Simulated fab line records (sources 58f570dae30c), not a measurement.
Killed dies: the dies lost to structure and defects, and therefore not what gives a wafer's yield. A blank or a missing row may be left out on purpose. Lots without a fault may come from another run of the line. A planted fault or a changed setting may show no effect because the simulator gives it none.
Which tool was responsible? | flow berkeleyCmos170 | Sampling: 6 lots, 18 wafers, 2 of 331 route steps

== WHAT THE GAUGES SHOWED, per wafer ==
UCB170_M1_RS_MEAS_01: a four-point-probe measurement.
lot  | measured     | on           | M1_AL_RS (ohm/sq)
L999 | day 9 07:01  | filmMetro-01 | 0.0482 0.0484 0.0484
L100 | day 9 09:05  | filmMetro-01 | 0.0487 0.0485 0.0481
L105 | day 10 00:02 | filmMetro-02 | 0.0485 0.0497 0.0484
L108 | day 10 21:14 | filmMetro-04 | 0.0495 0.0489 0.0486
L112 | day 12 02:08 | filmMetro-01 | 0.0482 0.0487 0.0388
L119 | day 13 08:54 | filmMetro-01 | 0.0473 0.0475 0.0485

== TOOL THAT RAN EACH LOT (tool first, then ch and the chambers of the sampled wafers, then the start) ==
lot  | UCB170_M1_SPUTTER_00
L999 | pvdSputter-02, day 9 06:54
L100 | pvdSputter-02, day 9 09:01
L105 | pvdSputter-03, day 9 23:58
L108 | pvdSputter-02, day 10 21:11
L112 | pvdSputter-02, day 12 02:03
L119 | pvdSputter-03, day 13 08:48
- UCB170_M1_SPUTTER_00: material Al, target thk 600 nm, time 80 s.

== THE ANSWER, worked out from the rows above alone ==
Rule: usual is defined by the lots themselves. Put in order of their means at a reading, lots are off if they are a third of the lots or fewer, leave a main group of 4 or more, and stand apart from it by a gap of 3 or more times the standard deviation of the main group's means; of several such gaps the widest counts. If all means in a main group match to the digits the tables above print for the reading, that group is not used. Also off: a lot with no number at a reading for which 4 or more lots have one. Any other lot the step has rows for is counted as sound.
Off: L112, at UCB170_M1_RS_MEAS_01 (M1_AL_RS). Main group: mean 0.0485 ohm/sq, sd 0.00044.
If a tool, at a process step before that reading, ran all the lots that are off and no sound lot after the first of them, it fits. Those tools and the gauges at UCB170_M1_RS_MEAS_01 are tried in the same way. One fits: UCB170_M1_SPUTTER_00 on pvdSputter-02. Its last sound lot is L108 (day 10 21:11), its first lot that is off L112 (day 12 02:03): a fault that began between those two fits.

== WHAT THE SIMULATOR HAD PUT IN ==
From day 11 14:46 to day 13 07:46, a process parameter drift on pvdSputter-02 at UCB170_M1_SPUTTER_00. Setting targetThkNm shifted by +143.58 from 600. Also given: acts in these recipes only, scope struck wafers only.
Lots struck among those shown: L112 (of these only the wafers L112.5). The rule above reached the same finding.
